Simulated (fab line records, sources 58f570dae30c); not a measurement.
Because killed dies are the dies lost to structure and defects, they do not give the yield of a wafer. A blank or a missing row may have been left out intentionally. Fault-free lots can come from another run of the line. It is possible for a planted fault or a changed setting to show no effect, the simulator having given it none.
Which tool is to blame?    flow berkeleyCmos170    Sampling: 13 lots, 39 wafers, 5 of 331 route steps

== WHAT EACH GAUGE READ, for each wafer ==
UCB170_SILICIDE_RS_MEAS_02: measurement is done with a four-point probe. Usual: SILICIDE_TI_RS gives 25.3 ohm/sq (standard deviation 0.33).
lot   measured      on            SILICIDE_TI_RS (ohm/sq)  flag
L943  day 8 01:35   filmMetro-03  25.0 24.8 25.1           
L944  day 8 14:29   filmMetro-03  25.5 25.4 25.4           
L945  day 8 15:00   filmMetro-04  24.8 24.8 25.1           
L948  day 9 05:55   filmMetro-04  25.1 25.0 24.9           
L947  day 9 05:14   filmMetro-01  25.7 25.7 25.9           
L949  day 9 14:17   filmMetro-03  25.8 25.9 26.0           
L950  day 9 14:31   filmMetro-01  25.9 25.5 25.4           
L953  day 10 11:47  filmMetro-04  25.4 25.2 46.8           OFF
L962  day 11 23:08  filmMetro-03  25.6 25.6 25.7           
L960  day 11 22:44  filmMetro-01  25.4 25.1 25.3           
L965  day 12 06:52  filmMetro-01  25.1 25.3 25.0           
L964  day 12 07:02  filmMetro-01  25.1 25.5 25.3           
L966  day 13 02:48  filmMetro-04  24.8 25.1 25.0           

UCB170_SILICIDE_THK_MEAS_03: measures by xrf. Usual: SILICIDE_TI_THK gives 31.2 nm (standard deviation 0.41).
lot   measured      on            SILICIDE_TI_THK (nm)  flag
L943  day 8 01:43   filmMetro-03  31.7 31.9 31.7        
L944  day 8 14:37   filmMetro-03  31.1 31.2 31.4        
L945  day 8 15:07   filmMetro-04  32.1 32.0 31.7        
L948  day 9 06:02   filmMetro-04  31.6 31.6 31.8        
L947  day 9 05:20   filmMetro-01  30.7 30.8 30.6        
L949  day 9 14:25   filmMetro-03  30.8 30.6 30.4        
L950  day 9 14:38   filmMetro-01  30.6 30.9 31.1        
L953  day 10 11:54  filmMetro-04  31.2 31.5 18.6        OFF
L962  day 11 23:16  filmMetro-03  30.9 30.9 30.8        
L960  day 11 22:52  filmMetro-01  31.2 31.3 30.9        
L965  day 12 06:58  filmMetro-01  31.4 31.3 31.6        
L964  day 12 07:09  filmMetro-01  31.4 31.1 31.2        
L966  day 13 02:55  filmMetro-04  31.7 31.4 31.6        

== WHAT TOOL EACH LOT RAN ON (gives the tool, then ch and the chambers of the sampled wafers, and finally the start) ==
lot   UCB170_NLDD_STRIP_10                 UCB170_SPACER_ETCHBACK_03          UCB170_SILICIDE_SPUTTER_01
L943  plasmaAsher-01 ch 0,1, day 7 12:36   rieDiel-02 ch 0,1, day 7 18:25     pvdSputter-03, day 8 01:34
L944  plasmaAsher-01 ch 1, day 7 23:29     rieDiel-03 ch 0,1,3, day 8 08:46   pvdSputter-02, day 8 14:28
L945  plasmaAsher-02 ch 0, day 7 23:40     rieDiel-02 ch 2,3, day 8 08:46     pvdSputter-02, day 8 14:58
L948  plasmaAsher-01 ch 0, day 8 17:32     rieDiel-03 ch 0,1,3, day 8 23:01   pvdSputter-03, day 9 05:53
L947  plasmaAsher-02 ch 0,1, day 8 17:49   rieDiel-02 ch 0,2,3, day 8 23:01   pvdSputter-04, day 9 05:10
L949  plasmaAsher-01 ch 0,1, day 9 02:29   rieDiel-01 ch 0,2, day 9 06:49     pvdSputter-04, day 9 14:16
L950  plasmaAsher-04 ch 0,1, day 9 02:46   rieDiel-02 ch 1,2,3, day 9 06:49   pvdSputter-03, day 9 14:28
L953  plasmaAsher-04 ch 0,1, day 9 19:07   rieDiel-02 ch 0,1,3, day 10 01:55  pvdSputter-03, day 10 11:45
L962  plasmaAsher-02 ch 0,1, day 11 07:29  rieDiel-03 ch 0,1,3, day 11 11:41  pvdSputter-04, day 11 23:06
L960  plasmaAsher-02 ch 1, day 11 07:54    rieDiel-01 ch 0,2, day 11 11:41    pvdSputter-02, day 11 22:43
L965  plasmaAsher-04 ch 0,1, day 11 19:23  rieDiel-01 ch 0,1,2, day 11 23:16  pvdSputter-02, day 12 06:48
L964  plasmaAsher-02 ch 0,1, day 11 20:05  rieDiel-02 ch 0,1,3, day 11 23:16  pvdSputter-04, day 12 07:00
L966  plasmaAsher-02 ch 0,1, day 12 13:37  rieDiel-03 ch 1,3, day 12 20:39    pvdSputter-02, day 13 02:46
- UCB170_NLDD_STRIP_10: strips in O2.
- UCB170_SPACER_ETCHBACK_03: etches SiO2 in CHF3/CF4/Ar, stops on Si, target depth 376 nm, time 100 s.
- UCB170_SILICIDE_SPUTTER_01: material Ti, target thk 30 nm, time 25 s.

== AS READ BY THE TOOLS THEMSELVES (means over the sampled wafers that have a number; for cases with no such wafer, the mark the record gives instead) ==
UCB170_NLDD_STRIP_10. Usual: drypumpMotorCurrentA 5.9 A, standard deviation 0.54; o2FlowSccm 399.9 sccm, standard deviation 1.2; oesProductAu 0.735 a.u., standard deviation 0.0047; stripTimeToEndpointS 21.62 s, standard deviation 0.055.
lot   tool            drypumpMotorCurrentA (A)  o2FlowSccm (sccm)  oesProductAu (a.u.)  stripTimeToEndpointS (s)  flag
L943  plasmaAsher-01  6.2                       399.6              0.731                21.63                     
L944  plasmaAsher-01  6.1                       400.3              0.738                21.69                     
L945  plasmaAsher-02  6.2                       398.1              0.736                21.58                     
L948  plasmaAsher-01  6.5                       399.9              0.734                21.55                     
L947  plasmaAsher-02  5.5                       400.4              0.731                21.62                     
L949  plasmaAsher-01  6.2                       399.0              0.737                21.62                     
L950  plasmaAsher-04  5.8                       399.7              0.735                21.60                     
L953  plasmaAsher-04  5.8                       399.7              0.731                21.64                     
L962  plasmaAsher-02  5.5                       400.8              0.732                21.66                     
L960  plasmaAsher-02  5.1                       399.1              0.737                21.61                     
L965  plasmaAsher-04  5.6                       400.9              0.740                21.65                     
L964  plasmaAsher-02  5.5                       400.8              0.735                21.66                     
L966  plasmaAsher-02  5.9                       401.5              0.734                21.62                     

UCB170_SPACER_ETCHBACK_03. Usual: CHF3_flow_sccm 49.99 sccm, standard deviation 0.15; drypumpMotorCurrentA 5.7 A, standard deviation 0.35; oesProductAu 0.905 a.u., standard deviation 0.017; throttleValvePct 6.43 %, standard deviation 0.086.
lot   tool        CHF3_flow_sccm (sccm)  drypumpMotorCurrentA (A)  oesProductAu (a.u.)  throttleValvePct (%)  flag
L943  rieDiel-02  49.93                  6.1                       0.883                6.44                  
L944  rieDiel-03  50.02                  5.6                       0.917                6.46                  
L945  rieDiel-02  50.00                  5.5                       0.903                6.32                  
L948  rieDiel-03  50.00                  5.6                       0.898                6.47                  
L947  rieDiel-02  49.87                  5.9                       0.912                6.37                  
L949  rieDiel-01  50.02                  5.6                       0.925                6.41                  
L950  rieDiel-02  49.97                  5.7                       0.892                6.36                  
L953  rieDiel-02  49.93                  6.1                       0.900                6.39                  
L962  rieDiel-03  50.06                  5.6                       0.891                6.46                  
L960  rieDiel-01  50.12                  5.8                       0.921                6.39                  
L965  rieDiel-01  49.96                  5.6                       0.923                6.43                  
L964  rieDiel-02  50.01                  6.1                       0.907                6.39                  
L966  rieDiel-03  49.90                  5.6                       0.881                6.54                  

UCB170_SILICIDE_SPUTTER_01. Usual: chamberPressurePa 0.5000 Pa, standard deviation 0.0011; throttleValvePct 30.1 %, standard deviation 1.3.
lot   tool           chamberPressurePa (Pa)  throttleValvePct (%)  flag
L943  pvdSputter-03  0.5002                  30.2                  
L944  pvdSputter-02  0.5011                  28.8                  
L945  pvdSputter-02  0.4999                  30.7                  
L948  pvdSputter-03  0.4995                  29.8                  
L947  pvdSputter-04  0.4999                  31.2                  
L949  pvdSputter-04  0.5005                  31.0                  
L950  pvdSputter-03  0.4998                  28.7                  
L953  pvdSputter-03  0.5002                  29.1                  
L962  pvdSputter-04  0.4993                  31.0                  
L960  pvdSputter-02  0.5005                  29.9                  
L965  pvdSputter-02  0.4995                  29.9                  
L964  pvdSputter-04  0.5003                  30.9                  
L966  pvdSputter-02  0.5002                  29.8                  

== THE ANSWER, worked out from the rows above alone ==
Rule: take the mean of a lot's wafers that have a number; if it is more than 3 standard deviations from the usual mean, the lot is off. A lot without any number at a reading at which 4 lots or more have one is off too. Any other lot the step has rows for is counted as sound. Order of review: gauges by route order, followed by the tools' own readings, for which a lot's mean as printed above is used. At the first step where some lot is off, the reading lying furthest off is the one used; lots without a number count as furthest.
Off: L953, at UCB170_SILICIDE_RS_MEAS_02 (SILICIDE_TI_RS).
A tool fits if, at a process step before that reading, it ran every lot that is off, and no sound lot after the first of them. Gauges at UCB170_SILICIDE_RS_MEAS_02: tried the same way as those tools. One candidate fits, namely pvdSputter-03 at UCB170_SILICIDE_SPUTTER_01. Its last sound lot is L950 (day 9 14:28), its first lot that is off L953 (day 10 11:45): a fault that began between those two fits.

== WHAT THE SIMULATOR PUT IN ==
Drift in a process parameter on pvdSputter-03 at UCB170_SILICIDE_SPUTTER_01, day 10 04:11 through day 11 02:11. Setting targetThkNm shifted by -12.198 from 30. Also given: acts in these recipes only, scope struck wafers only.
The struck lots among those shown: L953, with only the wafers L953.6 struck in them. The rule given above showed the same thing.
